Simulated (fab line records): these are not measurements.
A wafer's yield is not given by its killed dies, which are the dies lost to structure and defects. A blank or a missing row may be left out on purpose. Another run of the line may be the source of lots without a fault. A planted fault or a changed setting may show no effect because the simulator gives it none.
8D (eight disciplines) problem report, filled in by code | flow berkeleyCmos170 | the parts of the form that need people (team, actions taken, sign-off) are left out

== 1. THE PROBLEM ==
Wafers free of any fault read 25.9 ohm/sq (standard deviation 0.37) for SILICIDE_TI_RS at UCB170_SILICIDE_RS_MEAS_02, against a mean of 27.6 ohm/sq on 2 wafers of 2 lots. Measured from the usual mean, that is +4.6 standard deviations.
The step: measures by four-point-probe.
First seen on wafer L922.6, day 9 12:50, on filmMetro-03. Wafers with a number at this step in the record: 38, from 14 lots. By rule, "out" or "out of limits" means more than 4 standard deviations away from the usual mean. All remaining wafers that have a number are taken as sound.

== 2. WHAT IT IS AND WHAT IT IS NOT ==
question                    | is                         | is not
which readings at this step | SILICIDE_TI_RS             | -
which lots                  | L922, L927                 | L912, L913, L914, L915, L916, L917, L919, L920, L923, L928, L931, L932
which wafers of those lots  | all that have a number     | -
read on which gauges        | filmMetro-01, filmMetro-03 | filmMetro-04
when                        | from day 9 12:50           | up to then (24 sound wafers); but 12 sound wafers of L923, L928, L931, L932 came after

== 3. SUSPECTS, AND WHAT RULES EACH OUT ==
Counting: a tool at any process step up to the reading remains a suspect when it ran all the lots that are out and ran no sound lot after the first of those.
- the gauge at UCB170_SILICIDE_RS_MEAS_02: ruled out. The wafers that are out were read on 2 gauges (filmMetro-01, filmMetro-03).
- pvdSputter-03 at UCB170_SILICIDE_SPUTTER_01 (material Ti, target thk 30 nm, time 25 s): kept. It processed each lot that is out, first L922 at day 9 12:43, and no sound lot thereafter; up to then, the last sound lot it processed was L920 at day 9 11:41.
The count leaves pvdSputter-03 at UCB170_SILICIDE_SPUTTER_01.

== 4. THE CAUSE (what the simulator had put in) ==
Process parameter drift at UCB170_SILICIDE_SPUTTER_01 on pvdSputter-03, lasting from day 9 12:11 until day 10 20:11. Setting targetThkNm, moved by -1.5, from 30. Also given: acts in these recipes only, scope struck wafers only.
Counting left only this tool.

== 5. THE CHAIN OF EFFECTS, in route order ==
Each row: a reading whose mean over the struck wafers that have a number lies more than 3 standard deviations from the usual. Readings are gone through only where the record gives a usual standard deviation; hours: the median, over the lots, of the time from a lot's start at the first step in this table giving one to that lot's start at this step; sigmas: the change measured in usual standard deviations.
hours | step                        | reading         | usual       | on struck wafers | change | sigmas
0     | UCB170_SILICIDE_RS_MEAS_02  | SILICIDE_TI_RS  | 25.9 ohm/sq | 27.6             | +1.7   | +4.6
4     | UCB170_SILICIDE_THK_MEAS_03 | SILICIDE_TI_THK | 30.6 nm     | 29.1             | -1.5   | -3.4
At these later measuring or inspecting steps, every struck wafer for which the step has a row has a number for every such reading, and none has moved that far: UCB170_V1_THK_MEAS_04.

== 6. WHAT WOULD HAVE CAUGHT IT SOONER ==
In this record the first reading out of limits at a measuring or inspecting step was taken at day 9 12:50, 1 hour after the fault began at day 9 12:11.
An alarm limit of 4 standard deviations would not have fired on the tool readings at UCB170_SILICIDE_SPUTTER_01 for which the record gives a usual standard deviation, since none of them was out on any struck wafer.
Among the 2 lots that are out, L927 began UCB170_SILICIDE_SPUTTER_01 on pvdSputter-03 after day 9 12:50. A tool hold placed at that time would have kept it from harm.
